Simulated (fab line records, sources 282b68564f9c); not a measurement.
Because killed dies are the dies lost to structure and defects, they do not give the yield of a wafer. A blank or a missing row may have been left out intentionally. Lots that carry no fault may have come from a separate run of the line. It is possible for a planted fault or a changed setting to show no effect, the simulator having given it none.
Struck lot and sound lot, side by side + flow ritCmos + 15 steps out of a route of 202
Sound: wafers L404.1, L404.4, L404.5. Wafers struck: L414.4, L414.5, L414.6. The cause comes at the end.
Per side, at each step with rows, come the tool, then ch with its chambers, and then its first start. Under that, the readings that differ: sound wafers + struck wafers + difference of the means + sigmas: that difference in standard deviations of wafers without a fault.
alike: words and numbers the same on both sides, and readings whose means are apart by under 2 such deviations; not compared: readings that were withheld, readings missing a value for some wafer, numbers with overlapping values and no deviation given by the record, and bounds like >300 which may hide the same value.
A row with sigmas, a row that says differs or no value, or rows on one side alone: a step with any of these is where the two part. Numbers that don't overlap but have no deviation are shown without sigmas and don't part them. A reading that every wafer of one side lacks parts them only if that side has two wafers or more.

RIT_GATE_OVL_MEAS_17:
  sound: overlay-01 at day 3 20:24; struck: overlay-02 at day 5 20:01
  alike: GATE_OVL
then, 1 step without rows for these wafers: RIT_GATE_HARDBAKE_18 (time 60 s).
RIT_GATE_ETCH_19: etches poly-Si in SF6/CHF3/O2, stops on SiO2, time 165 s, target depth 312.5 nm.
  sound on rieSi-01 ch 1,3, day 3 20:35; struck on rieSi-02 ch 1,2,3, day 5 20:11
  alike: drypumpMotorCurrentA, oesProductAu, rfFwdPowerW, throttleValvePct
  not compared: rfHoursCounterH
RIT_GATE_STRIP_20: strips in O2, time 180 s.
  sound on plasmaAsher-01 ch 0,1, day 3 20:41; struck on plasmaAsher-04 ch 0,1, day 5 20:21
  alike: drypumpMotorCurrentA
  not compared: rfHoursCounterH
RIT_GATE_CD_MEAS_90 targets a cd of 150 nm.
  sound: cdSem-02 at day 3 20:52; struck: cdSem-02 at day 5 20:32
  alike: cdNm
then, 4 steps without rows for these wafers: RIT_REOX_CLEAN_00 (cleans in SC1, time 600 s); RIT_REOX_CLEAN_01 (cleans in dHF, time 30 s); RIT_REOX_CLEAN_02 (cleans in SC2, time 600 s); RIT_REOX_OXIDATION_03 (target thk 25.2 nm, ox time 5580 s).
RIT_REOX_THK_MEAS_04:
  sound: filmMetro-02 at day 4 00:23; struck: filmMetro-02 at day 5 23:34
  alike: REOX_OXIDE_THK
then, 2 steps without rows for these wafers: RIT_NLDD_HMDS_00 (prime time 60 s); RIT_NLDD_COAT_01 (resist thk 1000 nm).
RIT_NLDD_SOFTBAKE_02: time 60 s.
  sound on lithoTrack-03 ch 0, day 4 00:45; struck on lithoTrack-03 ch 0, day 6 00:04
| reading               | sound             | struck            | difference | sigmas |
|-----------------------|-------------------|-------------------|------------|--------|
| heaterPowerTotalW (W) | 34.54 34.58 34.59 | 35.79 35.74 35.75 | +1.19      | +26    |
| runLengthS (s)        | 89.06 89.30 89.23 | 82.60 82.72 82.97 | -6.43      | -54    |
then, 2 steps without rows for these wafers: RIT_NLDD_EXPOSE_03 (exposes mask M7, target cd 40700 nm); RIT_M1_PROBE_99.

## WHERE THEY PART
Only at RIT_NLDD_SOFTBAKE_02, as far as this record shows.

WHY: what had been put in by the simulator
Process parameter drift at RIT_NLDD_SOFTBAKE_02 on lithoTrack-03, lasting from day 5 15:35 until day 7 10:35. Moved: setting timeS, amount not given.
